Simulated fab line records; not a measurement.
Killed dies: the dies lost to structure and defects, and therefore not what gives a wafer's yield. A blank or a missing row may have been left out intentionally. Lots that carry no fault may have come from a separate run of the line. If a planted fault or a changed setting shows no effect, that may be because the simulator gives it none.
Lot-split experiment + flow berkeley-cmos170 + 23 wafers read from 5 lots, route of 331 steps

== THE SPLIT ==
At UCB170_NVT_COAT_01 (resist thk 900 nm), the setting resist-thk-nm was moved away from the recipe's 900 nm on 6 of the 23 wafers read, by -3.4% to +5.8%. The other wafers ran this setting at the recipe's value.

The split's own step is where the reading is taken.

== THE READING ==
KrF_of_NVT_COAT_01.thk-nm (the simulator's own value, which no gauge read), in nm, at UCB170_NVT_COAT_01 (resist thk 900 nm). No usual value for it is given in the file. Across the 17 wafers here that went through the recipe, the average is 901.1 nm and the standard deviation 1.6 nm.

| wafer  | tool, chamber at the split | resist-thk-nm as run, nm | against the recipe | KrF_of_NVT_COAT_01.thk-nm, nm | against lot-mates on the recipe |
|--------|----------------------------|--------------------------|--------------------|-------------------------------|---------------------------------|
| L074.1 | litho-track-03, 0          | 900                      | recipe             | 900.7                         | -                               |
| L074.3 | litho-track-03, 0          | 900                      | recipe             | 900.7                         | -                               |
| L074.2 | litho-track-03, 0          | 900                      | recipe             | 900.8                         | -                               |
| L074.4 | litho-track-03, 0          | 952.3                    | +5.8%              | 953.4                         | +52.7                           |
| L074.6 | litho-track-03, 0          | 952.3                    | +5.8%              | 952.6                         | +51.9                           |
| L079.1 | litho-track-03, 0          | 900                      | recipe             | 899.3                         | -                               |
| L079.2 | litho-track-03, 0          | 938.7                    | +4.3%              | 938.9                         | +37.8                           |
| L079.3 | litho-track-03, 0          | 938.7                    | +4.3%              | 941.7                         | +40.6                           |
| L079.5 | litho-track-03, 0          | 900                      | recipe             | 902.3                         | -                               |
| L079.6 | litho-track-03, 0          | 900                      | recipe             | 901.6                         | -                               |
| L081.1 | litho-track-02, 0          | 900                      | recipe             | 902.1                         | -                               |
| L081.6 | litho-track-02, 0          | 900                      | recipe             | 902.1                         | -                               |
| L081.2 | litho-track-02, 0          | 900                      | recipe             | 902.9                         | -                               |
| L081.3 | litho-track-02, 0          | 900                      | recipe             | 900.8                         | -                               |
| L081.5 | litho-track-02, 0          | 900                      | recipe             | 899                           | -                               |
| L083.2 | litho-track-02, 0          | 900                      | recipe             | 903.9                         | -                               |
| L083.3 | litho-track-02, 0          | 900                      | recipe             | 898.9                         | -                               |
| L083.4 | litho-track-02, 0          | 869.5                    | -3.4%              | 869.3                         | -30.8                           |
| L083.5 | litho-track-02, 0          | 869.5                    | -3.4%              | 868                           | -32.1                           |
| L083.6 | litho-track-02, 0          | 900                      | recipe             | 897.4                         | -                               |
| L085.4 | litho-track-03, 0          | 900                      | recipe             | 901.3                         | -                               |
| L085.5 | litho-track-03, 0          | 900                      | recipe             | 901.7                         | -                               |
| L085.6 | litho-track-03, 0          | 900                      | recipe             | 902.7                         | -                               |

THE FIT
A straight line over all 23 wafers: KrF_of_NVT_COAT_01.thk-nm changes by +9.13 nm for each +1% of resist-thk-nm; r = +1.00; the points scatter about the line by 1.6 nm.
The same after taking each lot's own level away (the mean of its wafers on the recipe; 23 wafers): +9.09 nm for each +1%; r = +1.00; scatter 1.5 nm.
Per that fit: largest resist-thk-nm move, reading shift of 53 nm.
From 900.07 to 901.90 nm: that is the span of the lots' own levels, equal to 1.1 times the standard deviation above.
So the lot-to-lot level changes the slope little: the two slopes agree.
Check: +52.8 nm against its lot-mates is what the line predicts for one of the wafers moved furthest among these (+5.8%) when that wafer is left out of the fit. Against them it came out at +52.7 nm.

== THE OTHER SPLITS THESE WAFERS WENT THROUGH ==
These wafers also went through other splits before the reading. Each is held against what the fit with the lots' levels taken away leaves over:
| other split on the same wafers         | wafers away from the commonest value | r with KrF_of_NVT_COAT_01.thk-nm (lot level and that fit taken away) |
|----------------------------------------|--------------------------------------|----------------------------------------------------------------------|
| UCB170_ZERO_STRIP_07 o2-flow-sccm      | 12                                   | -0.17                                                                |
| UCB170_PWELL_COAT_08 resist-thk-nm     | 12                                   | -0.23                                                                |
| UCB170_PWELL_DEVELOP_12 dev-temp-c     | 4                                    | +0.24                                                                |
| UCB170_ACTIVE_OXIDATION_02 ox-time-s   | 15                                   | -0.04                                                                |
| UCB170_ACTIVE_CVD_05 time-s            | 18                                   | -0.08                                                                |
| UCB170_ACTIVE_STRIP_16 power-w         | 6                                    | +0.11                                                                |
| UCB170_SCREENOX_OXIDATION_01 ox-time-s | 18                                   | -0.01                                                                |

== THE WHOLE CHAIN: every reading that the file lists as answering this split, in the file's order ==
| step                | what it does      | reading                                                                    | change (the file's fit)              | r (the file's) |
|---------------------|-------------------|----------------------------------------------------------------------------|--------------------------------------|----------------|
| UCB170_NVT_COAT_01  | resist thk 900 nm | KrF_of_NVT_COAT_01.thk-nm (the simulator's own value, which no gauge read) | +9.08 nm for each +1% of the setting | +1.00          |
| UCB170_NVT_STRIP_08 | strips in O2      | strip-time-to-endpoint-s                                                   | withheld for each +1% of the setting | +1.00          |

== FILE'S OWN FIT ==
KrF_of_NVT_COAT_01.thk-nm changes by +9.08 nm for each +1% of resist-thk-nm, r = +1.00.
